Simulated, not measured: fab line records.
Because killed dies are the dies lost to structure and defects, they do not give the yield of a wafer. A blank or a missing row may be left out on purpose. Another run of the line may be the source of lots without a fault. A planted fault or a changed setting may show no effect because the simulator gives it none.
fab line records	flow rit_cmos
[record] lots = 13	wafers = 39	last_day = 8
route steps=202 shown ACTIVE@4 M1@202
lots that met no fault: from a run of the same line without faults
start_h: hours from the record's opening day to when the first of the lot's shown wafers began	wait_h: hours elapsed since this lot's preceding step	" as in the row above	L1.1+2: a single row standing in for several wafers	- no value, or no start was given	* or withheld: withheld	< > ~ a bound
route shown NAME@n: names a module that has steps shown in the file, with the first one's number in the route	usual: mean/standard deviation of fault-free wafers	same: alike in all rows	chamber/n: place in a boat	sites: per-site readings	_std_site: the standard deviation of these	_edge_site: mean of outer sites minus mean of inner sites	radius_mm: how far each site lies from the wafer's centre	mask NAME#n: copy n	behind: the last tool/chamber to shape the wafer	hold: what put the lot on hold/how long, in hours/how the hold closed	device: transistor that didn't switch, given as n, p or np	end of line: tests run on the same wafers once the route is complete	a step with no rows: only its recipe	killed: dies that structure and defects cost at the first sort, which is not the same as the wafer's yield	map: a wafer's dies, x killed, . not, _ none there
set.NAME: setting as actually run; set.NAME@STEP: the setting as run at that earlier step	model.NAME: the simulator's own value behind a step, which no gauge read
a sample of lots followed through the steps of the route, with each step as a table and each wafer as a row
services: a tool's chamber out of use, with start hour (start_h, from the record's first day; less than 0 if before it), hours out, and reason
[[steps]]
[step RIT_ACTIVE_CVD_03]
[recipe] material = Si3N4	target_thk_nm = 150	temp_c = 810	precursor = SiH2Cl2/NH3	time_s = 1500	pressure_mtorr = 300	sih2cl2_flow_sccm = 62.25	nh3_flow_sccm = 150
[usual] spike_tc_centre_C = 812.5/1.2	spike_tc_load_C = 832.1/2.1	spike_tc_source_C = 830.3/2.6	susceptor_temp_C = 810.0/0.33	zone_power_centre_pct = 38/6.1
[same] time_s = 1500
lot.wafer	tool	chamber	start_h	wait_h	spike_tc_centre_C	spike_tc_load_C	spike_tc_source_C	susceptor_temp_C	zone_power_centre_pct
L559.2	lpcvd-01	1	13.02	0.0	810.2	833.5	830.4	810.0	30
L559.4	"	1	"	"	810.9	828.5	830.1	810.1	30
L559.6	"	1	"	"	811.9	831.7	831.5	809.7	29
L560.1	lpcvd-01	1	17.82	0.1	811.8	831.0	830.8	810.0	29
L560.4	"	1	"	"	812.0	831.9	830.5	810.0	29
L560.6	"	1	"	"	813.1	832.5	830.8	810.4	29
L561.1	lpcvd-02	1	22.56	0.1	812.5	830.7	833.9	810.4	42
L561.5	"	1	"	"	812.1	832.4	831.9	809.6	43
L561.6	"	1	"	"	809.6	832.0	833.8	810.1	42
L562.1	lpcvd-02	1	27.11	0.1	811.3	830.8	835.0	809.9	43
L562.2	"	1	"	"	811.9	832.4	834.0	809.8	43
L562.3	"	1	"	"	811.1	831.4	833.0	810.1	43
L564.1	lpcvd-02	0	37.44	0.1	812.1	834.2	825.3	810.5	45
L564.2	"	0	"	"	813.9	833.9	826.6	809.6	45
L564.4	"	0	"	"	815.2	834.0	825.7	809.8	45
L565.2	lpcvd-01	1	43.50	0.0	811.8	831.8	828.5	809.8	30
L565.3	"	1	"	"	811.5	831.3	828.6	809.6	29
L565.5	"	1	"	"	813.0	829.8	829.5	809.7	29
L566.1	lpcvd-02	1	51.64	0.1	811.1	833.8	837.1	809.8	42
L566.3	"	1	"	"	813.3	831.9	832.1	809.8	42
L566.4	"	1	"	"	813.0	831.9	833.9	810.0	42
L567.1	lpcvd-02	0	55.14	0.1	815.1	835.5	827.6	810.4	44
L567.2	"	0	"	"	812.7	835.3	825.7	810.1	45
L567.4	"	0	"	"	813.2	835.4	826.9	810.2	44
L568.1	lpcvd-01	0	58.38	0.1	811.2	832.4	830.6	809.6	40
L568.2	"	0	"	"	813.3	829.0	830.2	810.1	40
L568.4	"	0	"	"	812.1	831.1	829.5	810.5	41
L570.1	lpcvd-02	0	67.54	0.5	812.8	834.8	828.1	809.9	45
L570.2	"	0	"	"	812.8	835.3	828.8	810.1	45
L570.4	"	0	"	"	815.7	836.2	826.3	810.0	45
L576.1	lpcvd-01	1	98.21	0.2	856.4	877.1	875.5	854.6	31
L576.3	"	1	"	"	858.6	875.5	875.7	855.0	31
L576.4	"	1	"	"	857.3	877.5	876.6	854.9	31
L580.1	lpcvd-01	0	118.65	0.6	812.5	832.2	831.9	810.1	40
L580.3	"	0	"	"	813.8	829.7	830.8	810.0	40
L580.5	"	0	"	"	814.0	830.8	829.4	810.4	41
L582.2	lpcvd-02	0	127.11	0.0	814.5	834.8	826.6	810.0	44
L582.5	"	0	"	"	814.5	833.9	827.7	810.2	45
L582.6	"	0	"	"	813.9	836.0	826.6	809.8	44
[step RIT_ACTIVE_THK_MEAS_04]
[recipe] reads = Si3N4_of_ACTIVE_CVD_03
[usual] ACTIVE_NITRIDE_THK = 151.4/1.6
lot.wafer	tool	chamber	start_h	wait_h	ACTIVE_NITRIDE_THK[nm]
L559.2	film_metro-03	-	14.47	0.0	148.4
L559.4	"	-	"	"	147.6
L559.6	"	-	"	"	148.7
L560.1	film_metro-01	-	19.24	0.0	151.8
L560.4	"	-	"	"	153.0
L560.6	"	-	"	"	152.6
L561.1	film_metro-01	-	23.97	0.0	151.3
L561.5	"	-	"	"	153.0
L561.6	"	-	"	"	152.4
L562.1	film_metro-03	-	28.53	0.0	152.2
L562.2	"	-	"	"	151.1
L562.3	"	-	"	"	150.8
L564.1	film_metro-03	-	38.85	0.0	151.6
L564.2	"	-	"	"	152.1
L564.4	"	-	"	"	152.6
L565.2	film_metro-01	-	44.94	0.0	152.1
L565.3	"	-	"	"	151.1
L565.5	"	-	"	"	151.6
L566.1	film_metro-01	-	53.06	0.0	153.3
L566.3	"	-	"	"	154.9
L566.4	"	-	"	"	152.6
L567.1	film_metro-04	-	56.55	0.0	151.9
L567.2	"	-	"	"	151.2
L567.4	"	-	"	"	152.6
L568.1	film_metro-04	-	60.51	0.0	150.3
L568.2	"	-	"	"	151.0
L568.4	"	-	"	"	150.8
L570.1	film_metro-04	-	68.96	0.0	152.9
L570.2	"	-	"	"	154.7
L570.4	"	-	"	"	152.7
L576.1	film_metro-04	-	99.63	0.0	251.7
L576.3	"	-	"	"	253.5
L576.4	"	-	"	"	253.1
L580.1	film_metro-03	-	120.06	0.0	150.6
L580.3	"	-	"	"	149.1
L580.5	"	-	"	"	150.4
L582.2	film_metro-04	-	128.54	0.0	152.7
L582.5	"	-	"	"	152.1
L582.6	"	-	"	"	152.5
[step RIT_ACTIVE_ETCH_13]
[recipe] stop_on = SiO2	chemistry = SF6	target = Si3N4	time_s = 210	over_etch_frac = 0.4	SF6_flow_sccm = 200	pressure_mtorr = 260	rf_w = 125	target_depth_a = 2100
[usual] drypump_motor_current_A = 6.0/0.47	oes_product_au = 0.824/0.013	rf_fwd_power_W = 124.6/0.41	throttle_valve_pct = 7.51/0.14
[same] time_s = 210
lot.wafer	tool	chamber	start_h	wait_h	drypump_motor_current_A	oes_product_au	rf_fwd_power_W	rf_hours_counter_h	throttle_valve_pct
L559.2	rie_diel-03	1	15.76	0.1	6.3	0.814	125.2	1	7.59
L559.4	"	1	"	"	6.3	0.824	124.5	-	7.59
L559.6	"	2	"	"	6.0	0.836	124.8	-	7.33
L560.1	rie_diel-04	1	20.57	0.1	5.9	0.832	124.2	2	7.54
L560.4	"	2	"	"	5.2	0.828	124.9	94	7.28
L560.6	"	2	"	"	5.2	0.832	124.5	-	7.27
L561.1	rie_diel-03	1	25.28	0.1	6.3	0.828	125.2	1	7.59
L561.5	"	3	"	"	5.5	0.845	125.4	-	7.72
L561.6	"	0	"	"	6.6	0.810	124.9	-	7.57
L562.1	rie_diel-04	1	29.71	0.1	5.9	0.826	124.4	2	7.52
L562.2	"	2	"	"	5.2	0.815	124.6	95	7.28
L562.3	"	0	"	"	6.5	0.813	124.5	3	7.64
L564.1	rie_diel-04	0	40.16	0.1	6.5	0.810	124.7	3	7.66
L564.2	"	3	"	"	6.1	0.822	124.3	14	7.43
L564.4	"	1	"	"	5.9	0.832	124.2	3	7.51
L565.2	rie_diel-04	1	46.11	0.1	5.9	0.840	124.6	3	7.52
L565.3	"	3	"	"	6.1	0.822	124.0	14	7.40
L565.5	"	0	"	"	6.5	0.816	124.7	-	7.66
L566.1	rie_diel-04	1	54.36	0.1	5.9	0.826	124.4	3	7.53
L566.3	"	2	"	"	5.2	0.831	125.3	95	7.27
L566.4	"	0	"	"	6.4	0.818	124.8	3	7.66
L567.1	rie_diel-03	2	57.77	0.1	6.0	0.834	124.7	73	7.34
L567.2	"	1	"	"	6.3	0.821	124.5	2	7.59
L567.4	"	3	"	"	5.5	0.842	124.2	20	7.72
L568.1	rie_diel-04	0	61.81	0.1	6.5	0.811	124.1	3	7.65
L568.2	"	2	"	"	5.2	0.829	124.9	95	7.27
L568.4	"	3	"	"	6.1	0.819	124.9	14	7.43
L570.1	rie_diel-04	2	70.26	0.1	5.2	0.828	125.0	95	7.27
L570.2	"	1	"	"	5.9	0.828	124.7	3	7.52
L570.4	"	3	"	"	6.1	0.830	124.9	14	7.42
L576.1	rie_diel-04	2	100.94	0.1	5.2	0.988	124.6	96	7.26
L576.3	"	3	"	"	6.1	1.010	125.0	15	7.42
L576.4	"	1	"	"	5.9	1.009	124.9	4	7.53
L580.1	rie_diel-04	3	121.47	0.1	6.1	0.814	124.5	15	7.43
L580.3	"	1	"	"	5.9	0.828	125.2	4	7.53
L580.5	"	1	"	"	5.9	0.816	125.1	-	7.53
L582.2	rie_diel-03	1	129.76	0.1	6.3	0.836	125.2	3	7.59
L582.5	"	0	"	"	6.6	0.812	124.3	-	7.57
L582.6	"	1	"	"	6.3	0.831	124.9	-	7.60
[step RIT_M1_PROBE_99]
[usual] killed_at_front_end = 6.8/3	killed_dies = 6.9/3	killed_on_rim = 1.9/1.5	killed_open = 3.3/1.9	killed_short = 3.6/1.9
[same] gross_dies = 264	killed_at_M0_to_M3 = 0	killed_at_M4_up = 0	killed_at_back_side = 0	killed_at_contacts = 0	killed_at_other = 0
lot.wafer	tool	chamber	start_h	wait_h	killed_at_front_end	killed_dies	killed_on_rim	killed_open	killed_short
L559.2	prober-02	-	65.14	0.1	3	3	0	1	2
L559.6	prober-02	-	65.34	0.2	5	5	2	3	2
L560.1	prober-01	-	66.59	0.1	1	1	0	0	1
L560.4	prober-01	-	66.74	0.2	5	5	1	3	2
L560.6	prober-01	-	66.84	0.2	4	4	0	1	3
L561.1	prober-02	-	78.70	0.1	7	7	2	2	5
L561.5	prober-02	-	78.90	0.2	4	4	1	0	4
L561.6	prober-02	-	78.95	0.2	6	6	2	3	3
L562.1	prober-01	-	80.70	0.1	8	8	0	4	4
L562.2	prober-01	-	80.75	0.1	6	6	3	3	3
L562.3	prober-01	-	80.80	0.2	8	8	4	1	7
L564.1	prober-01	-	94.95	0.1	10	10	3	7	3
L564.2	prober-01	-	95.00	0.1	8	8	2	3	5
L564.4	prober-01	-	95.10	0.2	5	5	1	1	4
L565.2	prober-02	-	102.20	0.1	2	2	0	0	2
L565.3	prober-02	-	102.25	0.2	2	2	1	1	1
L565.5	prober-02	-	102.35	0.2	4	4	0	2	2
L567.1	prober-01	-	104.03	0.1	15	15	4	5	10
L567.2	prober-01	-	104.08	0.1	9	9	1	3	6
L567.4	prober-01	-	104.18	0.2	11	11	2	9	2
L566.1	prober-02	-	105.53	0.1	9	9	4	4	5
L566.3	prober-02	-	105.63	0.2	10	10	1	6	4
L566.4	prober-02	-	105.68	0.2	14	14	6	7	7
L568.1	prober-02	-	109.21	0.1	4	4	2	2	2
L568.2	prober-02	-	109.26	0.1	4	4	2	2	2
L568.4	prober-02	-	109.36	0.2	11	11	4	4	7
L570.1	prober-01	-	119.94	0.1	11	11	2	5	6
L570.2	prober-01	-	119.99	0.1	10	10	4	3	7
L570.4	prober-01	-	120.09	0.2	4	4	0	3	1
L576.1	prober-01	-	146.11	0.1	264	264	70	5	4
L576.3	prober-01	-	146.21	0.2	264	264	70	3	3
L576.4	prober-01	-	146.26	0.2	264	264	70	3	4
L580.1	prober-01	-	166.13	0.1	6	6	2	1	5
L580.3	prober-01	-	166.23	0.2	8	8	3	4	4
L580.5	prober-01	-	166.33	0.2	3	3	1	2	1
L582.2	prober-02	-	182.13	0.1	3	3	1	2	1
L582.5	prober-02	-	182.28	0.2	5	5	1	1	4
L582.6	prober-02	-	182.33	0.2	7	7	1	4	3
// killed by level:class
L559.2 FOX2:geometric_particle:open=1 GATE:geometric_particle:short=1 REOX:geometric_particle:short=1
L559.6 FOX2:geometric_particle:open=2 GATE:geometric_particle:short=1 REOX:geometric_particle:short=1 REOX:geometric_particle:open=1
L560.1 REOX:geometric_particle:short=1
L560.4 FOX2:geometric_particle:open=1 GATE:geometric_particle:open=1 GATE:geometric_particle:short=1 SILICIDE:geometric_particle:open=1 SILICIDE:geometric_particle:short=1
L560.6 SPACER:geometric_particle:short=2 GATE:geometric_particle:short=1 GATE:geometric_particle:open=1
L561.1 GATE:geometric_particle:short=4 REOX:geometric_particle:open=1 SPACER:geometric_particle:short=1 SILICIDE:geometric_particle:open=1
L561.5 SPACER:geometric_particle:short=2 FOX2:geometric_particle:short=1 REOX:geometric_particle:short=1
L561.6 GATE:geometric_particle:open=3 SPACER:geometric_particle:short=2 GATE:geometric_particle:short=1
L562.1 GATE:geometric_particle:short=3 GATE:geometric_particle:open=2 SILICIDE:geometric_particle:open=2 FOX1:geometric_particle:short=1
L562.2 GATE:geometric_particle:short=2 SILICIDE:geometric_particle:open=2 GATE:geometric_particle:open=1 SILICIDE:geometric_particle:short=1
L562.3 FOX1:geometric_particle:short=4 SILICIDE:geometric_particle:short=2 GATE:geometric_particle:open=1 SPACER:geometric_particle:short=1
L564.1 GATE:geometric_particle:open=6 GATE:geometric_particle:short=2 FOX2:geometric_particle:short=1 SILICIDE:geometric_particle:open=1
L564.2 GATE:geometric_particle:short=2 GATE:geometric_particle:open=2 FOX1:geometric_particle:short=1 SPACER:geometric_particle:short=1 SILICIDE:geometric_particle:open=1 SILICIDE:geometric_particle:short=1
L564.4 FOX1:geometric_particle:short=1 GATE:geometric_particle:open=1 GATE:geometric_particle:short=1 REOX:geometric_particle:short=1 SPACER:geometric_particle:short=1
L565.2 FOX2:geometric_particle:short=1 SILICIDE:geometric_particle:short=1
L565.3 FOX2:geometric_particle:open=1 GATE:geometric_particle:short=1
L565.5 REOX:geometric_particle:short=2 GATE:geometric_particle:open=1 REOX:geometric_particle:open=1
L567.1 FOX1:geometric_particle:short=4 GATE:geometric_particle:short=4 GATE:geometric_particle:open=3 FOX1:geometric_particle:open=1 REOX:geometric_particle:short=1 SPACER:geometric_particle:open=1 SPACER:geometric_particle:short=1
L567.2 FOX1:geometric_particle:short=2 SILICIDE:geometric_particle:short=2 FOX1:geometric_particle:open=1 GATE:geometric_particle:open=1 GATE:geometric_particle:short=1 SPACER:geometric_particle:open=1 SPACER:geometric_particle:short=1
L567.4 FOX1:geometric_particle:open=2 GATE:geometric_particle:open=2 REOX:geometric_particle:open=2 SILICIDE:geometric_particle:open=2 REOX:geometric_particle:short=1 SPACER:geometric_particle:short=1 SPACER:geometric_particle:open=1
L566.1 SPACER:geometric_particle:open=3 FOX1:geometric_particle:short=2 GATE:geometric_particle:short=2 FOX2:geometric_particle:open=1 SILICIDE:geometric_particle:short=1
L566.3 SPACER:geometric_particle:short=4 FOX1:geometric_particle:open=2 SPACER:geometric_particle:open=2 FOX2:geometric_particle:open=1 SILICIDE:geometric_particle:open=1
L566.4 FOX1:geometric_particle:open=3 FOX1:geometric_particle:short=2 SPACER:geometric_particle:open=2 SPACER:geometric_particle:short=2 SILICIDE:geometric_particle:short=2 FOX2:geometric_particle:short=1 GATE:geometric_particle:open=1 SILICIDE:geometric_particle:open=1
L568.1 FOX1:geometric_particle:open=2 GATE:geometric_particle:short=1 REOX:geometric_particle:short=1
L568.2 GATE:geometric_particle:short=2 FOX1:geometric_particle:open=1 SILICIDE:geometric_particle:open=1
L568.4 GATE:geometric_particle:short=2 REOX:geometric_particle:short=2 ACTIVE:geometric_particle:short=1 GATE:geometric_particle:open=1 REOX:geometric_particle:open=1 SPACER:geometric_particle:open=1 SPACER:geometric_particle:short=1 SILICIDE:geometric_particle:open=1
L570.1 GATE:geometric_particle:short=5 GATE:geometric_particle:open=5 SILICIDE:geometric_particle:short=1
L570.2 GATE:geometric_particle:short=3 GATE:geometric_particle:open=2 SILICIDE:geometric_particle:short=2 FOX1:geometric_particle:open=1 FOX2:geometric_particle:short=1 REOX:geometric_particle:short=1
L570.4 FOX1:geometric_particle:open=2 GATE:geometric_particle:short=1 GATE:geometric_particle:open=1
L576.1 ACTIVE:area_etch=255 GATE:geometric_particle:short=2 GATE:geometric_particle:open=2 FOX1:geometric_particle:short=1 FOX1:geometric_particle:open=1 REOX:geometric_particle:open=1 SPACER:geometric_particle:short=1 SPACER:geometric_particle:open=1
L576.3 ACTIVE:area_etch=258 REOX:geometric_particle:open=2 GATE:geometric_particle:short=1 REOX:geometric_particle:short=1 SPACER:geometric_particle:open=1 SPACER:geometric_particle:short=1
L576.4 ACTIVE:area_etch=257 GATE:geometric_particle:short=3 REOX:geometric_particle:open=2 FOX1:geometric_particle:short=1 SPACER:geometric_particle:open=1
L580.1 FOX1:geometric_particle:short=3 GATE:geometric_particle:short=2 SILICIDE:geometric_particle:open=1
L580.3 GATE:geometric_particle:short=3 GATE:geometric_particle:open=2 REOX:geometric_particle:open=1 REOX:geometric_particle:short=1 SILICIDE:geometric_particle:open=1
L580.5 GATE:geometric_particle:short=1 REOX:geometric_particle:open=1 SPACER:geometric_particle:open=1
L582.2 REOX:geometric_particle:open=2 REOX:geometric_particle:short=1
L582.5 GATE:geometric_particle:short=2 ACTIVE:geometric_particle:short=1 GATE:geometric_particle:open=1 SILICIDE:geometric_particle:short=1
L582.6 SILICIDE:geometric_particle:open=2 FOX1:geometric_particle:short=1 REOX:geometric_particle:open=1 REOX:geometric_particle:short=1 SPACER:geometric_particle:open=1 SILICIDE:geometric_particle:short=1
[[services]]
tool	chamber	start_h	hours	kind
rie_diel-04	2	-6.14	8.2	repair
rie_diel-04	-	5.63	14.6	pm
rie_diel-03	3	13.76	4.6	repair
[[key]]
[first_sign] step = RIT_ACTIVE_CVD_03	reading = susceptor_temp_C	direction = up	sigmas = 99+	usual = *	struck = *
[effect] step = RIT_ACTIVE_CVD_03	reading = spike_tc_centre_C	direction = up	sigmas = 37	usual = 812.5	struck = 857.4
[effect] step = RIT_ACTIVE_THK_MEAS_04	reading = ACTIVE_NITRIDE_THK	direction = up	sigmas = 62	usual = 151.4	struck = 252.7
[effect] step = RIT_ACTIVE_ETCH_13	reading = oes_product_au	direction = up	sigmas = 14	usual = 0.824	struck = 1.002
[effect] step = RIT_M1_PROBE_99	reading = killed_dies	direction = up	sigmas = 87	usual = 6.9	struck = 264
[more_kills_born_at] RIT_ACTIVE_ETCH_13@rie_diel-04 = 770
met_at RIT_ACTIVE_CVD_03
struck_lots L576
struck_wafers L576.1,L576.3,L576.4
later_rows_left_out L576.1,L576.3,L576.4
tester_left_out L576
onset_between 43.50 98.21
[fault] kind = process_parameter_drift	tool = lpcvd-01	chamber = 1	onset_h = 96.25	steps = RIT_ACTIVE_CVD_03	channel = temp_c	offset = *	shape = step	end_h = 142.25	acts_in = *	stated = *
// tester_left_out: of these lots the tester's yield and bins aren't shown, on N5 and GAA mostly nor the transistor test; their killed dies are dies lost to structure and defects alone, not to doping, threshold or leakage, so they don't give the yield
// later_rows_left_out: the simulator's readings of these wafers behind a module that went badly wrong aren't trusted and aren't shown, but for the sort
